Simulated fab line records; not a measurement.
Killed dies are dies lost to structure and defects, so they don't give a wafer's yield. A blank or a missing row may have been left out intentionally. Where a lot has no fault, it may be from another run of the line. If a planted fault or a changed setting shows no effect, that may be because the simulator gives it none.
fab line records | flow ritCmos
record: lots: 14 wafers: 42 lastDay: 7
route steps=202 shown PWELL@49 GATE@93 PLDD@123
lots with no fault: from the same line, run without faults
startH: hours from the record's opening day to when the first of the lot's shown wafers began | waitH: hours since the lot's step before | " the same as in the row above | L1.1+2: a row that stands for several wafers | - value missing, or start not given | * or withheld: withheld | < > ~ a bound
route shown NAME@n: a module of which the file shows steps, and the number in the route of the first | usual: mean and standard deviation over wafers with no fault | same: alike in all rows | chamber/n: place in a boat | sites: the reading at each site | _std_site: the values' standard deviation | _edge_site: outer sites' mean less inner sites' | radiusMm: for every site, how far away it sits from the centre of the wafer | mask NAME#n: copy n | behind: the most recent tool/chamber to have shaped the wafer | hold: cause of the lot's hold/its duration in hours/its outcome | device: the n, p or np transistor that did not switch | end of line: tests of these same wafers at the route's end | a step with no rows: only its recipe | killed: count of dies lost to structure and defects at first sort (not the wafer's yield) | map: dies across one wafer; x = killed, . = not, _ = none there
set.NAME: the setting the step ran with; set.NAME@STEP: the setting that earlier step ran with | model.NAME: the simulator's own value behind a step, which no gauge read
route steps across a sampled set of lots; one table per step, one row per wafer
services: from which hour (startH, from the record's first day; less than 0 if before it) a tool's chamber was out of use, for how many hours, and why
== steps ==
step: RIT_PWELL_TW_MEAS_10
usual: PWELL_TW: 952/6.2
columns lot.wafer tool chamber startH waitH PWELL_TW
L945.4 filmMetro-02 - 39.02 0.1 955
L945.5 " - " " 952
L945.6 " - " " 957
L946.4 filmMetro-04 - 43.36 0.1 946
L946.5 " - " " 941
L946.6 " - " " 940
L947.2 filmMetro-03 - 49.54 0.1 957
L947.4 " - " " 958
L947.5 " - " " 966
L950.1 filmMetro-04 - 62.64 0.1 949
L950.4 " - " " 955
L950.6 " - " " 956
L951.2 filmMetro-04 - 67.66 0.1 951
L951.5 " - " " 955
L951.6 " - " " 949
L952.1 filmMetro-04 - 74.13 0.1 944
L952.2 " - " " 951
L952.4 " - " " 946
L953.1 filmMetro-04 - 77.36 0.1 943
L953.5 " - " " 948
L953.6 " - " " 948
L956.2 filmMetro-04 - 93.27 0.1 940
L956.3 " - " " 944
L956.6 " - " " 943
L957.1 filmMetro-03 - 97.71 0.1 952
L957.3 " - " " 951
L957.4 " - " " 951
L958.2 filmMetro-04 - 103.22 0.1 951
L958.5 " - " " 947
L958.6 " - " " 961
L959.2 filmMetro-02 - 108.47 0.1 960
L959.3 " - " " 960
L959.5 " - " " 962
L963.2 filmMetro-04 - 128.83 0.1 947
L963.4 " - " " 945
L963.5 " - " " 949
L964.3 filmMetro-02 - 133.35 0.1 960
L964.4 " - " " 960
L964.5 " - " " 959
L965.3 filmMetro-04 - 137.90 0.1 950
L965.4 " - " " 954
L965.6 " - " " 946
step: RIT_GATE_OVL_MEAS_17
usual: GATE_OVL: 1.0/1.4
columns lot.wafer tool chamber startH waitH GATE_OVL[nm]
L945.4 overlay-01 - 53.56 0.1 0.6
L945.5 " - " " 1.5
L945.6 " - " " 1.0
L946.4 overlay-01 - 57.00 0.1 3.0
L946.5 " - " " 0.4
L946.6 " - " " 1.3
L947.2 overlay-01 - 63.61 0.1 2.2
L947.4 " - " " -0.2
L947.5 " - " " 2.7
L950.1 overlay-02 - 77.35 0.1 2.8
L950.4 " - " " 4.0
L950.6 " - " " 1.1
L951.2 overlay-01 - 81.99 0.1 -1.1
L951.5 " - " " 0.6
L951.6 " - " " -0.2
L952.1 overlay-01 - 89.09 0.1 -0.2
L952.2 " - " " 0.3
L952.4 " - " " 0.1
L953.1 overlay-01 - 91.82 0.1 0.5
L953.5 " - " " 0.9
L953.6 " - " " 0.9
L956.2 overlay-02 - 107.56 0.1 -0.3
L956.3 " - " " -1.2
L956.6 " - " " -0.3
L957.1 overlay-02 - 112.33 0.1 3.6
L957.3 " - " " 2.1
L957.4 " - " " 1.1
L958.2 overlay-01 - 119.26 0.1 -1.1
L958.5 " - " " -1.4
L958.6 " - " " 0.0
L959.2 overlay-02 - 123.00 0.1 -0.8
L959.3 " - " " 0.8
L959.5 " - " " 1.6
L963.2 overlay-02 - 142.56 0.1 1.4
L963.4 " - " " 0.5
L963.5 " - " " 1.5
L964.3 overlay-01 - 147.35 0.1 3.4
L964.4 " - " " 2.6
L964.5 " - " " 0.4
L965.3 overlay-02 - 151.68 0.1 2.7
L965.4 " - " " 7.0
L965.6 " - " " 4.1
step: RIT_GATE_STRIP_20
recipe: chemistry: O2 timeS: 180 resist: NOVOLAK platenTempC: withheld powerW: 500 pressureMtorr: 4000 o2FlowSccm: 4000
usual: chamberPressureMTorr: 4000/4 drypumpMotorCurrentA: 5.6/0.49 timeS: 180/0
columns lot.wafer tool chamber startH waitH chamberPressureMTorr drypumpMotorCurrentA rfHoursCounterH timeS
L945.4 plasmaAsher-01 0 53.90 0.1 4001 5.0 - 180
L945.5 " 1 " " 3998 5.5 - 180
L945.6 " 0 " " 4004 5.0 - 180
L946.4 plasmaAsher-01 0 57.38 0.1 3999 5.0 - 180
L946.5 " 0 " " 3996 5.0 - 180
L946.6 " 1 " " 4001 5.5 - 180
L947.2 plasmaAsher-03 1 63.90 0.1 4000 5.7 40 180
L947.4 " 1 " " 3994 5.7 - 180
L947.5 " 1 " " 3999 5.7 - 180
L950.1 plasmaAsher-03 0 77.64 0.1 3998 6.4 42 180
L950.4 " 1 " " 4000 5.7 - 180
L950.6 " 0 " " 3992 6.4 - 180
L951.2 plasmaAsher-04 1 82.28 0.1 4009 5.9 27 180
L951.5 " 0 " " 4000 5.2 - 180
L951.6 " 1 " " 4003 5.9 - 180
L952.1 plasmaAsher-04 0 89.39 0.1 3999 5.2 28 180
L952.2 " 1 " " 4003 5.9 28 180
L952.4 " 0 " " 3996 5.2 - 180
L953.1 plasmaAsher-04 1 92.11 0.1 4005 5.8 29 180
L953.5 " 0 " " 4004 5.2 - 180
L953.6 " 1 " " 4001 5.9 - 180
L956.2 plasmaAsher-01 0 107.85 0.1 - - - -
L956.3 " 1 " " - - - -
L956.6 " 0 " " - - - -
L957.1 plasmaAsher-03 0 112.63 0.1 - - - -
L957.3 " 0 " " - - - -
L957.4 " 1 " " - - - -
L958.2 plasmaAsher-03 1 119.55 0.1 4007 5.7 46 180
L958.5 " 0 " " 3996 6.5 - 180
L958.6 " 1 " " 4002 5.7 - 180
L959.2 plasmaAsher-04 1 123.29 0.1 4002 5.9 32 180
L959.3 " 0 " " 3996 5.2 - 180
L959.5 " 1 " " 4002 5.9 - 180
L963.2 plasmaAsher-01 0 142.85 0.1 3997 5.0 3 180
L963.4 " 1 " " 3994 5.5 - 180
L963.5 " 0 " " 4002 5.0 - 180
L964.3 plasmaAsher-03 0 147.69 0.1 3998 6.4 - 180
L964.4 " 1 " " 4006 5.7 - 180
L964.5 " 1 " " 3997 5.7 - 180
L965.3 plasmaAsher-03 1 152.03 0.1 4001 5.7 - 180
L965.4 " 0 " " 3997 6.4 - 180
L965.6 " 0 " " 3994 6.4 - 180
step: RIT_PLDD_STRIP_09
recipe: chemistry: O2 timeS: 180 resist: NOVOLAK platenTempC: withheld powerW: 500 pressureMtorr: 4000 o2FlowSccm: 4123
usual: chamberPressureMTorr: 4000/4.1 drypumpMotorCurrentA: 6.0/0.36
same: timeS: 180
columns lot.wafer tool chamber startH waitH chamberPressureMTorr drypumpMotorCurrentA rfHoursCounterH
L945.4 plasmaAsher-02 0 60.26 0.1 4005 6.2 -
L945.5 " 0 " " 4001 6.2 -
L945.6 " 1 " " 3995 6.0 -
L946.4 plasmaAsher-02 1 63.38 0.1 3997 6.0 -
L946.5 " 0 " " 4000 6.2 -
L946.6 " 1 " " 4006 6.0 -
L947.2 plasmaAsher-02 1 69.90 0.1 4004 6.0 43
L947.4 " 1 " " 3999 6.0 -
L947.5 " 0 " " 3997 6.2 -
L950.1 plasmaAsher-03 1 84.46 0.1 3997 5.7 42
L950.4 " 1 " " 4002 5.7 -
L950.6 " 1 " " 4007 5.7 -
L951.2 plasmaAsher-03 1 88.29 0.1 3998 5.7 43
L951.5 " 0 " " 3998 6.4 -
L951.6 " 1 " " 3996 5.7 -
L952.1 plasmaAsher-02 1 95.94 0.1 4001 6.0 46
L952.2 " 0 " " 3994 6.2 46
L952.4 " 1 " " 4006 6.0 -
L953.1 plasmaAsher-03 0 98.12 0.1 3996 6.5 44
L953.5 " 1 " " 4006 5.7 -
L953.6 " 0 " " 4002 6.5 -
L958.2 plasmaAsher-04 0 125.75 0.1 4003 5.2 32
L958.5 " 0 " " 4000 5.2 -
L958.6 " 1 " " 4006 5.9 -
L959.2 plasmaAsher-02 1 129.37 0.1 4001 6.0 50
L959.3 " 1 " " 4000 6.0 -
L959.5 " 0 " " 4007 6.2 -
L963.2 plasmaAsher-03 1 148.77 0.1 4000 5.7 48
L963.4 " 0 " " 3999 6.4 -
L963.5 " 1 " " 3998 5.7 -
L964.3 plasmaAsher-04 0 154.12 0.1 3987 5.2 -
L964.4 " 1 " " 4001 5.9 -
L964.5 " 1 " " 3999 5.9 -
L965.3 plasmaAsher-03 1 158.03 0.1 3996 5.7 -
L965.4 " 0 " " 3996 6.5 -
L965.6 " 1 " " 4002 5.7 -
== services ==
columns tool chamber startH hours kind
plasmaAsher-01 - 108.75 9.0 pm
plasmaAsher-01 0 108.75 9.0 ventCycle
plasmaAsher-01 1 108.75 9.0 ventCycle
plasmaAsher-01 0 117.75 - clean
plasmaAsher-01 1 117.75 - clean
plasmaAsher-03 - 127.60 15.7 repair
== key ==
firstSign: step: RIT_GATE_STRIP_20 reading: toolRecord direction: missing
effect none on later readings
metAt RIT_GATE_STRIP_20
struckLots L956,L957
laterRowsLeftOut L956.2,L956.3,L956.6,L957.1,L957.3,L957.4
sortLeftOut L956.2,L956.3,L956.6,L957.1,L957.3,L957.4
testerLeftOut L956,L957
notActingAt RIT_PWELL_TW_MEAS_10,RIT_GATE_OVL_MEAS_17,RIT_PLDD_STRIP_09
onsetBetween 77.64 107.85
fault: kind: skippedStepWhole tool: plasmaAsher-01,plasmaAsher-03 chamber: - onsetH: 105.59 steps: RIT_GATE_STRIP_20 scope: struckLotsOnly
testerLeftOut: of these lots the tester's yield and bins aren't shown, on N5 and GAA mostly nor the transistor test; their killed dies are dies lost to structure and defects alone, not to doping, threshold or leakage, so they don't give the yield
sortLeftOut: the simulated sort isn't trusted on such a fault, so these wafers' sort isn't shown, and their yield isn't known
laterRowsLeftOut: the simulator's readings of these wafers behind a module that went badly wrong aren't trusted and aren't shown, but for the sort
